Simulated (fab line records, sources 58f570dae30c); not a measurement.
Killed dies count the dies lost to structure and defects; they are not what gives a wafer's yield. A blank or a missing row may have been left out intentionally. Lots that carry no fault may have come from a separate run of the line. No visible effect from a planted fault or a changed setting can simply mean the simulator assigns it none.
fab line records || flow berkeley-cmos170
record {"lots": 7, "wafers": 21, "last-day": 12}
route steps=331 shown NLDD@167 SPACER@171 PSD@175
lots that met no fault: taken from a fault-free run of the same line
start-h: hours from the record's opening day to when the first of the lot's shown wafers began || wait-h: hours from the lot's prior step to this one || " identical to the entry in the row above || L1.1+2: several wafers, shown together as one row || - value missing, or start not given || * or withheld: withheld || < > ~ a bound
route shown NAME@n: NAME is a module with steps in the file, n the number in the route of the first one || usual: mean and standard deviation over wafers with no fault || same: alike in all rows || chamber/n: place in a boat || sites: the reading at each site || _std_site: standard deviation across them || _edge_site: outer sites' mean less inner sites' || radius-mm: how far each site lies from the wafer's centre || mask NAME#n: copy n || behind: the most recent tool/chamber to have shaped the wafer || hold: reason for holding the lot/hours on hold/outcome of the hold || device: names the non-switching transistor (n, p or np) || end of line: the route-end tests of the same wafers || a step given without rows: its recipe and nothing more || killed: the dies lost at the first sort to structure and to defects; this is not the yield of the wafer || map: dies across one wafer; x = killed, . = not, _ = none there
set.NAME: setting as actually run; set.NAME@STEP: the setting as run at that earlier step || model.NAME: the simulator's own value behind a step, which no gauge read
certain route steps with their lots: each step a table, each wafer a row
services: from which hour (start-h, from the record's first day; less than 0 if before it) a tool's chamber was out of use, for how many hours, and why
## steps
# step UCB170_NLDD_IMPLANT_09
# recipe {"species": "As", "dose-cm2": 5e+13, "energy-kev": 30, "tilt-deg": 7, "rotation-deg": 180}
# step UCB170_NLDD_STRIP_10
# recipe {"chemistry": "O2", "power-w": 400, "pressure-mtorr": 3500, "platen-temp-c": "withheld", "o2-flow-sccm": 400, "overash-fraction": 0.5}
# usual {"drypump-motor-current-A": "5.7/0.54", "oes-product-au": "0.735/0.0047", "strip-time-to-endpoint-s": "21.64/0.059"}
{"lot.wafer": "L221.3", "tool": "plasma-asher-01", "chamber": 1, "start-h": 141.74, "wait-h": 0.1, "drypump-motor-current-A": 5.2, "oes-product-au": 0.734, "rf-hours-counter-h": "-", "strip-time-to-endpoint-s": 21.66}
{"lot.wafer": "L221.5", "tool": "plasma-asher-01", "chamber": 0, "start-h": 141.74, "wait-h": 0.1, "drypump-motor-current-A": 5.5, "oes-product-au": 0.733, "rf-hours-counter-h": "-", "strip-time-to-endpoint-s": 21.66}
{"lot.wafer": "L221.6", "tool": "plasma-asher-01", "chamber": 1, "start-h": 141.74, "wait-h": 0.1, "drypump-motor-current-A": 5.2, "oes-product-au": 0.732, "rf-hours-counter-h": "-", "strip-time-to-endpoint-s": 21.69}
{"lot.wafer": "L225.2", "tool": "plasma-asher-03", "chamber": 1, "start-h": 148.14, "wait-h": 0.1, "drypump-motor-current-A": 6.7, "oes-product-au": 0.739, "rf-hours-counter-h": 44, "strip-time-to-endpoint-s": 21.66}
{"lot.wafer": "L225.3", "tool": "plasma-asher-03", "chamber": 1, "start-h": 148.14, "wait-h": 0.1, "drypump-motor-current-A": 6.7, "oes-product-au": 0.733, "rf-hours-counter-h": "-", "strip-time-to-endpoint-s": 21.68}
{"lot.wafer": "L225.4", "tool": "plasma-asher-03", "chamber": 0, "start-h": 148.14, "wait-h": 0.1, "drypump-motor-current-A": 5.1, "oes-product-au": 0.725, "rf-hours-counter-h": "-", "strip-time-to-endpoint-s": 21.61}
{"lot.wafer": "L224.1", "tool": "plasma-asher-02", "chamber": 0, "start-h": 148.35, "wait-h": 0.1, "drypump-motor-current-A": 6.0, "oes-product-au": 0.727, "rf-hours-counter-h": 34, "strip-time-to-endpoint-s": 21.64}
{"lot.wafer": "L224.2", "tool": "plasma-asher-02", "chamber": 1, "start-h": 148.35, "wait-h": 0.1, "drypump-motor-current-A": 5.5, "oes-product-au": 0.739, "rf-hours-counter-h": 34, "strip-time-to-endpoint-s": 21.59}
{"lot.wafer": "L224.3", "tool": "plasma-asher-02", "chamber": 0, "start-h": 148.35, "wait-h": 0.1, "drypump-motor-current-A": 6.0, "oes-product-au": 0.736, "rf-hours-counter-h": "-", "strip-time-to-endpoint-s": 21.62}
{"lot.wafer": "L223.1", "tool": "plasma-asher-02", "chamber": 0, "start-h": 148.54, "wait-h": 0.1, "drypump-motor-current-A": 6.0, "oes-product-au": 0.737, "rf-hours-counter-h": 34, "strip-time-to-endpoint-s": 21.68}
{"lot.wafer": "L223.3", "tool": "plasma-asher-02", "chamber": 0, "start-h": 148.54, "wait-h": 0.1, "drypump-motor-current-A": 6.0, "oes-product-au": 0.734, "rf-hours-counter-h": "-", "strip-time-to-endpoint-s": 21.60}
{"lot.wafer": "L223.6", "tool": "plasma-asher-02", "chamber": 0, "start-h": 148.54, "wait-h": 0.1, "drypump-motor-current-A": 6.0, "oes-product-au": 0.734, "rf-hours-counter-h": "-", "strip-time-to-endpoint-s": 21.66}
{"lot.wafer": "L232.1", "tool": "plasma-asher-03", "chamber": 1, "start-h": 190.78, "wait-h": 0.1, "drypump-motor-current-A": 6.7, "oes-product-au": 0.733, "rf-hours-counter-h": 49, "strip-time-to-endpoint-s": 21.62}
{"lot.wafer": "L232.2", "tool": "plasma-asher-03", "chamber": 0, "start-h": 190.78, "wait-h": 0.1, "drypump-motor-current-A": 5.2, "oes-product-au": 0.738, "rf-hours-counter-h": 49, "strip-time-to-endpoint-s": 21.59}
{"lot.wafer": "L232.5", "tool": "plasma-asher-03", "chamber": 0, "start-h": 190.78, "wait-h": 0.1, "drypump-motor-current-A": 5.2, "oes-product-au": 0.741, "rf-hours-counter-h": "-", "strip-time-to-endpoint-s": 21.55}
{"lot.wafer": "L236.3", "tool": "plasma-asher-01", "chamber": 1, "start-h": 223.43, "wait-h": 0.1, "drypump-motor-current-A": 5.2, "oes-product-au": 0.739, "rf-hours-counter-h": "-", "strip-time-to-endpoint-s": 21.74}
{"lot.wafer": "L236.4", "tool": "plasma-asher-01", "chamber": 0, "start-h": 223.43, "wait-h": 0.1, "drypump-motor-current-A": 5.5, "oes-product-au": 0.735, "rf-hours-counter-h": "-", "strip-time-to-endpoint-s": 21.77}
{"lot.wafer": "L236.5", "tool": "plasma-asher-01", "chamber": 0, "start-h": 223.43, "wait-h": 0.1, "drypump-motor-current-A": 5.5, "oes-product-au": 0.748, "rf-hours-counter-h": "-", "strip-time-to-endpoint-s": 21.75}
{"lot.wafer": "L240.2", "tool": "plasma-asher-03", "chamber": 0, "start-h": 239.18, "wait-h": 0.1, "drypump-motor-current-A": 5.1, "oes-product-au": 0.732, "rf-hours-counter-h": 54, "strip-time-to-endpoint-s": 21.66}
{"lot.wafer": "L240.4", "tool": "plasma-asher-03", "chamber": 0, "start-h": 239.18, "wait-h": 0.1, "drypump-motor-current-A": 5.1, "oes-product-au": 0.738, "rf-hours-counter-h": "-", "strip-time-to-endpoint-s": 21.66}
{"lot.wafer": "L240.6", "tool": "plasma-asher-03", "chamber": 1, "start-h": 239.18, "wait-h": 0.1, "drypump-motor-current-A": 6.7, "oes-product-au": 0.734, "rf-hours-counter-h": "-", "strip-time-to-endpoint-s": 21.63}
# step UCB170_NLDD_TW_MEAS_11
# usual {"NLDD_TW": "2221/15"}
{"lot.wafer": "L221.3", "tool": "film-metro-04", "chamber": "-", "start-h": 141.83, "wait-h": 0.1, "NLDD_TW": 2208}
{"lot.wafer": "L221.5", "tool": "film-metro-04", "chamber": "-", "start-h": 141.83, "wait-h": 0.1, "NLDD_TW": 2217}
{"lot.wafer": "L221.6", "tool": "film-metro-04", "chamber": "-", "start-h": 141.83, "wait-h": 0.1, "NLDD_TW": 2198}
{"lot.wafer": "L225.2", "tool": "film-metro-03", "chamber": "-", "start-h": 148.25, "wait-h": 0.1, "NLDD_TW": 2202}
{"lot.wafer": "L225.3", "tool": "film-metro-03", "chamber": "-", "start-h": 148.25, "wait-h": 0.1, "NLDD_TW": 2213}
{"lot.wafer": "L225.4", "tool": "film-metro-03", "chamber": "-", "start-h": 148.25, "wait-h": 0.1, "NLDD_TW": 2197}
{"lot.wafer": "L224.1", "tool": "film-metro-04", "chamber": "-", "start-h": 148.45, "wait-h": 0.1, "NLDD_TW": 2206}
{"lot.wafer": "L224.2", "tool": "film-metro-04", "chamber": "-", "start-h": 148.45, "wait-h": 0.1, "NLDD_TW": 2208}
{"lot.wafer": "L224.3", "tool": "film-metro-04", "chamber": "-", "start-h": 148.45, "wait-h": 0.1, "NLDD_TW": 2216}
{"lot.wafer": "L223.1", "tool": "film-metro-02", "chamber": "-", "start-h": 148.64, "wait-h": 0.1, "NLDD_TW": 2261}
{"lot.wafer": "L223.3", "tool": "film-metro-02", "chamber": "-", "start-h": 148.64, "wait-h": 0.1, "NLDD_TW": 2257}
{"lot.wafer": "L223.6", "tool": "film-metro-02", "chamber": "-", "start-h": 148.64, "wait-h": 0.1, "NLDD_TW": 2254}
{"lot.wafer": "L232.1", "tool": "film-metro-04", "chamber": "-", "start-h": 190.88, "wait-h": 0.1, "NLDD_TW": 2217}
{"lot.wafer": "L232.2", "tool": "film-metro-04", "chamber": "-", "start-h": 190.88, "wait-h": 0.1, "NLDD_TW": 2204}
{"lot.wafer": "L232.5", "tool": "film-metro-04", "chamber": "-", "start-h": 190.88, "wait-h": 0.1, "NLDD_TW": 2218}
{"lot.wafer": "L236.3", "tool": "film-metro-03", "chamber": "-", "start-h": 223.51, "wait-h": 0.1, "NLDD_TW": 2226}
{"lot.wafer": "L236.4", "tool": "film-metro-03", "chamber": "-", "start-h": 223.51, "wait-h": 0.1, "NLDD_TW": 2234}
{"lot.wafer": "L236.5", "tool": "film-metro-03", "chamber": "-", "start-h": 223.51, "wait-h": 0.1, "NLDD_TW": 2222}
{"lot.wafer": "L240.2", "tool": "film-metro-03", "chamber": "-", "start-h": 239.29, "wait-h": 0.1, "NLDD_TW": 2225}
{"lot.wafer": "L240.4", "tool": "film-metro-03", "chamber": "-", "start-h": 239.29, "wait-h": 0.1, "NLDD_TW": 2221}
{"lot.wafer": "L240.6", "tool": "film-metro-03", "chamber": "-", "start-h": 239.29, "wait-h": 0.1, "NLDD_TW": 2220}
# step UCB170_NLDD_CLEAN_12
# recipe {"chemistry": "SPM", "temp-c": 120, "time-s": 600}
# step UCB170_SPACER_CVD_00
# recipe {"material": "SiO2", "target-thk-nm": 376, "temp-c": 390, "precursor": "TEOS/O2", "time-s": 47, "rf-w": 550, "pressure-mtorr": 9000}
# usual {"heater-power-w": "255/43"}
{"lot.wafer": "L221.3", "tool": "pecvd-03", "chamber": 2, "start-h": 142.20, "wait-h": 0.0, "heater-power-w": 197}
{"lot.wafer": "L221.5", "tool": "pecvd-03", "chamber": 2, "start-h": 142.20, "wait-h": 0.0, "heater-power-w": 206}
{"lot.wafer": "L221.6", "tool": "pecvd-03", "chamber": 1, "start-h": 142.20, "wait-h": 0.0, "heater-power-w": 300}
{"lot.wafer": "L225.2", "tool": "pecvd-03", "chamber": 0, "start-h": 148.48, "wait-h": 0.0, "heater-power-w": 287}
{"lot.wafer": "L225.3", "tool": "pecvd-03", "chamber": 1, "start-h": 148.48, "wait-h": 0.0, "heater-power-w": 292}
{"lot.wafer": "L225.4", "tool": "pecvd-03", "chamber": 1, "start-h": 148.48, "wait-h": 0.0, "heater-power-w": 298}
{"lot.wafer": "L224.1", "tool": "pecvd-02", "chamber": 0, "start-h": 148.69, "wait-h": 0.0, "heater-power-w": 255}
{"lot.wafer": "L224.2", "tool": "pecvd-02", "chamber": 2, "start-h": 148.69, "wait-h": 0.0, "heater-power-w": 254}
{"lot.wafer": "L224.3", "tool": "pecvd-02", "chamber": 1, "start-h": 148.69, "wait-h": 0.0, "heater-power-w": 261}
{"lot.wafer": "L223.1", "tool": "pecvd-03", "chamber": 2, "start-h": 148.87, "wait-h": 0.0, "heater-power-w": 230}
{"lot.wafer": "L223.3", "tool": "pecvd-03", "chamber": 0, "start-h": 148.87, "wait-h": 0.0, "heater-power-w": 262}
{"lot.wafer": "L223.6", "tool": "pecvd-03", "chamber": 1, "start-h": 148.87, "wait-h": 0.0, "heater-power-w": 323}
{"lot.wafer": "L232.1", "tool": "pecvd-02", "chamber": 2, "start-h": 191.11, "wait-h": 0.0, "heater-power-w": 246}
{"lot.wafer": "L232.2", "tool": "pecvd-02", "chamber": 0, "start-h": 191.11, "wait-h": 0.0, "heater-power-w": 292}
{"lot.wafer": "L232.5", "tool": "pecvd-02", "chamber": 0, "start-h": 191.11, "wait-h": 0.0, "heater-power-w": 305}
{"lot.wafer": "L236.3", "tool": "pecvd-03", "chamber": 1, "start-h": 223.80, "wait-h": 0.0, "heater-power-w": 271}
{"lot.wafer": "L236.4", "tool": "pecvd-03", "chamber": 0, "start-h": 223.80, "wait-h": 0.0, "heater-power-w": 281}
{"lot.wafer": "L236.5", "tool": "pecvd-03", "chamber": 1, "start-h": 223.80, "wait-h": 0.0, "heater-power-w": 288}
{"lot.wafer": "L240.2", "tool": "pecvd-02", "chamber": 2, "start-h": 239.52, "wait-h": 0.0, "heater-power-w": 221}
{"lot.wafer": "L240.4", "tool": "pecvd-02", "chamber": 1, "start-h": 239.52, "wait-h": 0.0, "heater-power-w": 184}
{"lot.wafer": "L240.6", "tool": "pecvd-02", "chamber": 2, "start-h": 239.52, "wait-h": 0.0, "heater-power-w": 234}
# step UCB170_SPACER_THK_MEAS_01
# recipe {"reads": "SiO2_of_SPACER_CVD_00"}
# usual {"SPACER_TEOS_THK": "377/4.5"}
{"lot.wafer": "L221.3", "tool": "film-metro-04", "chamber": "-", "start-h": 142.26, "wait-h": 0.0, "SPACER_TEOS_THK[nm]": 379}
{"lot.wafer": "L221.5", "tool": "film-metro-04", "chamber": "-", "start-h": 142.26, "wait-h": 0.0, "SPACER_TEOS_THK[nm]": 388}
{"lot.wafer": "L221.6", "tool": "film-metro-04", "chamber": "-", "start-h": 142.26, "wait-h": 0.0, "SPACER_TEOS_THK[nm]": 383}
{"lot.wafer": "L225.2", "tool": "film-metro-01", "chamber": "-", "start-h": 148.53, "wait-h": 0.0, "SPACER_TEOS_THK[nm]": 373}
{"lot.wafer": "L225.3", "tool": "film-metro-01", "chamber": "-", "start-h": 148.53, "wait-h": 0.0, "SPACER_TEOS_THK[nm]": 378}
{"lot.wafer": "L225.4", "tool": "film-metro-01", "chamber": "-", "start-h": 148.53, "wait-h": 0.0, "SPACER_TEOS_THK[nm]": 385}
{"lot.wafer": "L224.1", "tool": "film-metro-01", "chamber": "-", "start-h": 148.73, "wait-h": 0.0, "SPACER_TEOS_THK[nm]": 377}
{"lot.wafer": "L224.2", "tool": "film-metro-01", "chamber": "-", "start-h": 148.73, "wait-h": 0.0, "SPACER_TEOS_THK[nm]": 375}
{"lot.wafer": "L224.3", "tool": "film-metro-01", "chamber": "-", "start-h": 148.73, "wait-h": 0.0, "SPACER_TEOS_THK[nm]": 375}
{"lot.wafer": "L223.1", "tool": "film-metro-04", "chamber": "-", "start-h": 148.92, "wait-h": 0.0, "SPACER_TEOS_THK[nm]": 379}
{"lot.wafer": "L223.3", "tool": "film-metro-04", "chamber": "-", "start-h": 148.92, "wait-h": 0.0, "SPACER_TEOS_THK[nm]": 373}
{"lot.wafer": "L223.6", "tool": "film-metro-04", "chamber": "-", "start-h": 148.92, "wait-h": 0.0, "SPACER_TEOS_THK[nm]": 385}
{"lot.wafer": "L232.1", "tool": "film-metro-04", "chamber": "-", "start-h": 191.15, "wait-h": 0.0, "SPACER_TEOS_THK[nm]": 368}
{"lot.wafer": "L232.2", "tool": "film-metro-04", "chamber": "-", "start-h": 191.15, "wait-h": 0.0, "SPACER_TEOS_THK[nm]": 372}
{"lot.wafer": "L232.5", "tool": "film-metro-04", "chamber": "-", "start-h": 191.15, "wait-h": 0.0, "SPACER_TEOS_THK[nm]": 379}
{"lot.wafer": "L236.3", "tool": "film-metro-01", "chamber": "-", "start-h": 223.86, "wait-h": 0.0, "SPACER_TEOS_THK[nm]": 380}
{"lot.wafer": "L236.4", "tool": "film-metro-01", "chamber": "-", "start-h": 223.86, "wait-h": 0.0, "SPACER_TEOS_THK[nm]": 381}
{"lot.wafer": "L236.5", "tool": "film-metro-01", "chamber": "-", "start-h": 223.86, "wait-h": 0.0, "SPACER_TEOS_THK[nm]": 387}
{"lot.wafer": "L240.2", "tool": "film-metro-04", "chamber": "-", "start-h": 239.57, "wait-h": 0.0, "SPACER_TEOS_THK[nm]": 367}
{"lot.wafer": "L240.4", "tool": "film-metro-04", "chamber": "-", "start-h": 239.57, "wait-h": 0.0, "SPACER_TEOS_THK[nm]": 376}
{"lot.wafer": "L240.6", "tool": "film-metro-04", "chamber": "-", "start-h": 239.57, "wait-h": 0.0, "SPACER_TEOS_THK[nm]": 375}
# step UCB170_SPACER_ANNEAL_02
# recipe {"temp-c": 900, "time-s": 1800, "ambient": "N2"}
# step UCB170_SPACER_ETCHBACK_03
# recipe {"stop-on": "Si", "target": "SiO2", "chemistry": "CHF3/CF4/Ar", "CHF3_flow_sccm": 50, "cf4-flow-sccm": 10, "Ar_flow_sccm": 120, "pressure-mtorr": 200, "rf-w": 500, "target-depth-a": 3760, "time-s": 100}
# usual {"drypump-motor-current-A": "5.9/0.56", "oes-product-au": "0.898/0.019", "throttle-valve-pct": "6.43/0.098"}
{"lot.wafer": "L221.3", "tool": "rie-diel-02", "chamber": 2, "start-h": 145.47, "wait-h": 0.0, "drypump-motor-current-A": 6.6, "oes-product-au": 0.915, "rf-hours-counter-h": 13, "throttle-valve-pct": 6.33}
{"lot.wafer": "L221.5", "tool": "rie-diel-02", "chamber": 2, "start-h": 145.47, "wait-h": 0.0, "drypump-motor-current-A": 6.6, "oes-product-au": 0.930, "rf-hours-counter-h": "-", "throttle-valve-pct": 6.31}
{"lot.wafer": "L221.6", "tool": "rie-diel-02", "chamber": 1, "start-h": 145.47, "wait-h": 0.0, "drypump-motor-current-A": 4.9, "oes-product-au": 0.890, "rf-hours-counter-h": "-", "throttle-valve-pct": 6.43}
{"lot.wafer": "L223.1", "tool": "rie-diel-02", "chamber": 1, "start-h": 152.66, "wait-h": 0.0, "drypump-motor-current-A": 4.9, "oes-product-au": 0.887, "rf-hours-counter-h": 4, "throttle-valve-pct": 6.43}
{"lot.wafer": "L223.3", "tool": "rie-diel-02", "chamber": 0, "start-h": 152.66, "wait-h": 0.0, "drypump-motor-current-A": 6.0, "oes-product-au": 0.861, "rf-hours-counter-h": 13, "throttle-valve-pct": 6.50}
{"lot.wafer": "L223.6", "tool": "rie-diel-02", "chamber": 1, "start-h": 152.66, "wait-h": 0.0, "drypump-motor-current-A": 4.9, "oes-product-au": 0.899, "rf-hours-counter-h": "-", "throttle-valve-pct": 6.43}
{"lot.wafer": "L224.1", "tool": "rie-diel-04", "chamber": 1, "start-h": 152.66, "wait-h": 0.0, "drypump-motor-current-A": 5.9, "oes-product-au": 0.894, "rf-hours-counter-h": 60, "throttle-valve-pct": 6.31}
{"lot.wafer": "L224.2", "tool": "rie-diel-04", "chamber": 0, "start-h": 152.66, "wait-h": 0.0, "drypump-motor-current-A": 6.1, "oes-product-au": 0.896, "rf-hours-counter-h": 57, "throttle-valve-pct": 6.34}
{"lot.wafer": "L224.3", "tool": "rie-diel-04", "chamber": 3, "start-h": 152.66, "wait-h": 0.0, "drypump-motor-current-A": 6.2, "oes-product-au": 0.902, "rf-hours-counter-h": 11, "throttle-valve-pct": 6.56}
{"lot.wafer": "L225.2", "tool": "rie-diel-01", "chamber": 0, "start-h": 152.66, "wait-h": 0.0, "drypump-motor-current-A": 6.3, "oes-product-au": 0.872, "rf-hours-counter-h": 85, "throttle-valve-pct": 6.60}
{"lot.wafer": "L225.3", "tool": "rie-diel-01", "chamber": 2, "start-h": 152.66, "wait-h": 0.0, "drypump-motor-current-A": 6.5, "oes-product-au": 0.903, "rf-hours-counter-h": 53, "throttle-valve-pct": 6.41}
{"lot.wafer": "L225.4", "tool": "rie-diel-01", "chamber": 3, "start-h": 152.66, "wait-h": 0.0, "drypump-motor-current-A": 6.2, "oes-product-au": 0.937, "rf-hours-counter-h": 20, "throttle-valve-pct": 6.39}
{"lot.wafer": "L232.1", "tool": "rie-diel-01", "chamber": 1, "start-h": 197.76, "wait-h": 0.0, "drypump-motor-current-A": 5.1, "oes-product-au": 0.890, "rf-hours-counter-h": 22, "throttle-valve-pct": 6.49}
{"lot.wafer": "L232.2", "tool": "rie-diel-01", "chamber": 0, "start-h": 197.76, "wait-h": 0.0, "drypump-motor-current-A": 6.3, "oes-product-au": 0.877, "rf-hours-counter-h": 87, "throttle-valve-pct": 6.61}
{"lot.wafer": "L232.5", "tool": "rie-diel-01", "chamber": 3, "start-h": 197.76, "wait-h": 0.0, "drypump-motor-current-A": 6.2, "oes-product-au": 0.929, "rf-hours-counter-h": "-", "throttle-valve-pct": 6.40}
{"lot.wafer": "L236.3", "tool": "rie-diel-02", "chamber": 2, "start-h": 228.61, "wait-h": 0.0, "drypump-motor-current-A": 6.6, "oes-product-au": 0.913, "rf-hours-counter-h": 16, "throttle-valve-pct": 6.33}
{"lot.wafer": "L236.4", "tool": "rie-diel-02", "chamber": 1, "start-h": 228.61, "wait-h": 0.0, "drypump-motor-current-A": 5.0, "oes-product-au": 0.885, "rf-hours-counter-h": 7, "throttle-valve-pct": 6.44}
{"lot.wafer": "L236.5", "tool": "rie-diel-02", "chamber": 1, "start-h": 228.61, "wait-h": 0.0, "drypump-motor-current-A": 4.9, "oes-product-au": 0.894, "rf-hours-counter-h": "-", "throttle-valve-pct": 6.44}
{"lot.wafer": "L240.2", "tool": "rie-diel-02", "chamber": 2, "start-h": 242.39, "wait-h": 0.0, "drypump-motor-current-A": 6.6, "oes-product-au": 0.887, "rf-hours-counter-h": 17, "throttle-valve-pct": 6.30}
{"lot.wafer": "L240.4", "tool": "rie-diel-02", "chamber": 3, "start-h": 242.39, "wait-h": 0.0, "drypump-motor-current-A": 5.2, "oes-product-au": 0.880, "rf-hours-counter-h": 13, "throttle-valve-pct": 6.32}
{"lot.wafer": "L240.6", "tool": "rie-diel-02", "chamber": 1, "start-h": 242.39, "wait-h": 0.0, "drypump-motor-current-A": 4.9, "oes-product-au": 0.881, "rf-hours-counter-h": "-", "throttle-valve-pct": 6.42}
# step UCB170_PSD_HMDS_00
# recipe {"prime-time-s": 60, "prime-temp-c": 100}
# step UCB170_PSD_COAT_01
# recipe {"resist": "KrF", "spin-rpm": 1500, "resist-thk-nm": 900}
# step UCB170_PSD_SOFTBAKE_02
# recipe {"resist": "KrF", "temp-c": 130, "time-s": 60}
# step UCB170_PSD_EXPOSE_03
# recipe {"mask-id": "PSELECT_MOD", "na": 0.5, "sigma-outer": 0.6, "source-shape": "conventional", "target-cd-nm": 1200, "dose-mj": 30}
# step UCB170_PSD_PEB_04
# recipe {"peb-temp-c": 130, "peb-time-s": "withheld", "resist": "KrF"}
# usual {"chill-plate-temp-C": "23.01/0.11", "exhaust-pa": "44.9/0.85"}
{"lot.wafer": "L221.3", "tool": "litho-track-02", "chamber": 0, "start-h": 146.64, "wait-h": 0.6, "chill-plate-temp-C": 23.20, "exhaust-pa": 45.1}
{"lot.wafer": "L221.5", "tool": "litho-track-02", "chamber": 0, "start-h": 146.64, "wait-h": 0.6, "chill-plate-temp-C": 23.12, "exhaust-pa": 46.3}
{"lot.wafer": "L221.6", "tool": "litho-track-02", "chamber": 0, "start-h": 146.64, "wait-h": 0.6, "chill-plate-temp-C": 22.96, "exhaust-pa": 45.4}
{"lot.wafer": "L225.2", "tool": "litho-track-03", "chamber": "-", "start-h": 153.93, "wait-h": 0.7, "chill-plate-temp-C": "-", "exhaust-pa": "-"}
{"lot.wafer": "L225.3", "tool": "litho-track-03", "chamber": "-", "start-h": 153.93, "wait-h": 0.7, "chill-plate-temp-C": "-", "exhaust-pa": "-"}
{"lot.wafer": "L225.4", "tool": "litho-track-03", "chamber": "-", "start-h": 153.93, "wait-h": 0.7, "chill-plate-temp-C": "-", "exhaust-pa": "-"}
{"lot.wafer": "L223.1", "tool": "litho-track-04", "chamber": "-", "start-h": 154.08, "wait-h": 0.6, "chill-plate-temp-C": "-", "exhaust-pa": "-"}
{"lot.wafer": "L223.3", "tool": "litho-track-04", "chamber": "-", "start-h": 154.08, "wait-h": 0.6, "chill-plate-temp-C": "-", "exhaust-pa": "-"}
{"lot.wafer": "L223.6", "tool": "litho-track-04", "chamber": "-", "start-h": 154.08, "wait-h": 0.6, "chill-plate-temp-C": "-", "exhaust-pa": "-"}
{"lot.wafer": "L224.1", "tool": "litho-track-02", "chamber": "-", "start-h": 154.11, "wait-h": 0.6, "chill-plate-temp-C": "-", "exhaust-pa": "-"}
{"lot.wafer": "L224.2", "tool": "litho-track-02", "chamber": "-", "start-h": 154.11, "wait-h": 0.6, "chill-plate-temp-C": "-", "exhaust-pa": "-"}
{"lot.wafer": "L224.3", "tool": "litho-track-02", "chamber": "-", "start-h": 154.11, "wait-h": 0.6, "chill-plate-temp-C": "-", "exhaust-pa": "-"}
{"lot.wafer": "L232.1", "tool": "litho-track-04", "chamber": 0, "start-h": 198.40, "wait-h": 0.1, "chill-plate-temp-C": 23.05, "exhaust-pa": 44.6}
{"lot.wafer": "L232.2", "tool": "litho-track-04", "chamber": 0, "start-h": 198.40, "wait-h": 0.1, "chill-plate-temp-C": 22.77, "exhaust-pa": 44.7}
{"lot.wafer": "L232.5", "tool": "litho-track-04", "chamber": 0, "start-h": 198.40, "wait-h": 0.1, "chill-plate-temp-C": 23.03, "exhaust-pa": 46.4}
{"lot.wafer": "L236.3", "tool": "litho-track-04", "chamber": 0, "start-h": 229.72, "wait-h": 0.3, "chill-plate-temp-C": 23.04, "exhaust-pa": 46.6}
{"lot.wafer": "L236.4", "tool": "litho-track-04", "chamber": 0, "start-h": 229.72, "wait-h": 0.3, "chill-plate-temp-C": 23.07, "exhaust-pa": 45.0}
{"lot.wafer": "L236.5", "tool": "litho-track-04", "chamber": 0, "start-h": 229.72, "wait-h": 0.3, "chill-plate-temp-C": 23.04, "exhaust-pa": 45.8}
{"lot.wafer": "L240.2", "tool": "litho-track-02", "chamber": 0, "start-h": 243.39, "wait-h": 0.1, "chill-plate-temp-C": 22.88, "exhaust-pa": 44.7}
{"lot.wafer": "L240.4", "tool": "litho-track-02", "chamber": 0, "start-h": 243.39, "wait-h": 0.1, "chill-plate-temp-C": 23.03, "exhaust-pa": 45.5}
{"lot.wafer": "L240.6", "tool": "litho-track-02", "chamber": 0, "start-h": 243.39, "wait-h": 0.1, "chill-plate-temp-C": 22.96, "exhaust-pa": 44.2}
# step UCB170_PSD_DEVELOP_05
# recipe {"developer": "TMAH", "develop-time-s": 45, "resist": "KrF", "dev-temp-c": 21}
## services
{"tool": "pecvd-03", "chamber": 0, "start-h": 120.46, "hours": 8.4, "kind": "repair"}
{"tool": "plasma-asher-02", "chamber": "-", "start-h": 128.38, "hours": 2.2, "kind": "repair"}
{"tool": "plasma-asher-02", "chamber": "-", "start-h": 134.88, "hours": 3.7, "kind": "repair"}
{"tool": "rie-diel-01", "chamber": 1, "start-h": 154.12, "hours": 6.7, "kind": "repair"}
{"tool": "pecvd-02", "chamber": 0, "start-h": 155.31, "hours": 4.6, "kind": "repair"}
{"tool": "rie-diel-01", "chamber": "-", "start-h": 167.49, "hours": 1.5, "kind": "repair"}
{"tool": "rie-diel-02", "chamber": 1, "start-h": 181.35, "hours": 3.7, "kind": "repair"}
{"tool": "pecvd-03", "chamber": "-", "start-h": 205.48, "hours": 2.8, "kind": "pm"}
{"tool": "rie-diel-04", "chamber": "-", "start-h": 217.06, "hours": 2.8, "kind": "pm"}
{"tool": "pecvd-02", "chamber": 2, "start-h": 228.80, "hours": 6.7, "kind": "repair"}
{"tool": "pecvd-02", "chamber": "-", "start-h": 236.06, "hours": 2.8, "kind": "pm"}
{"tool": "pecvd-03", "chamber": "-", "start-h": 242.50, "hours": 14.0, "kind": "pm"}
{"tool": "pecvd-03", "chamber": 0, "start-h": 242.50, "hours": 14.0, "kind": "vent-cycle"}
{"tool": "pecvd-03", "chamber": 1, "start-h": 242.50, "hours": 14.0, "kind": "vent-cycle"}
{"tool": "pecvd-03", "chamber": 2, "start-h": 242.50, "hours": 14.0, "kind": "vent-cycle"}
## key
first-sign {"step": "UCB170_PSD_PEB_04", "reading": "tool-record", "direction": "missing"}
effect none on later readings
met-at UCB170_PSD_PEB_04
struck-wafers L223.1,L223.3,L223.6,L224.1,L224.2,L224.3,L225.2,L225.3,L225.4
sort-left-out L223.1,L223.3,L223.6,L224.1,L224.2,L224.3,L225.2,L225.3,L225.4
tester-left-out L223,L224,L225
onset-between 146.64 153.93
fault {"kind": "skipped-step-whole", "tool": "litho-track-02,litho-track-03,litho-track-04", "chamber": "-", "onset-h": 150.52, "steps": "UCB170_PSD_PEB_04", "scope": "struck-lots-only"}
# tester-left-out: of these lots the tester's yield and bins aren't shown, on N5 and GAA mostly nor the transistor test; their killed dies are dies lost to structure and defects alone, not to doping, threshold or leakage, so they don't give the yield
# sort-left-out: the simulated sort isn't trusted on such a fault, so these wafers' sort isn't shown, and their yield isn't known
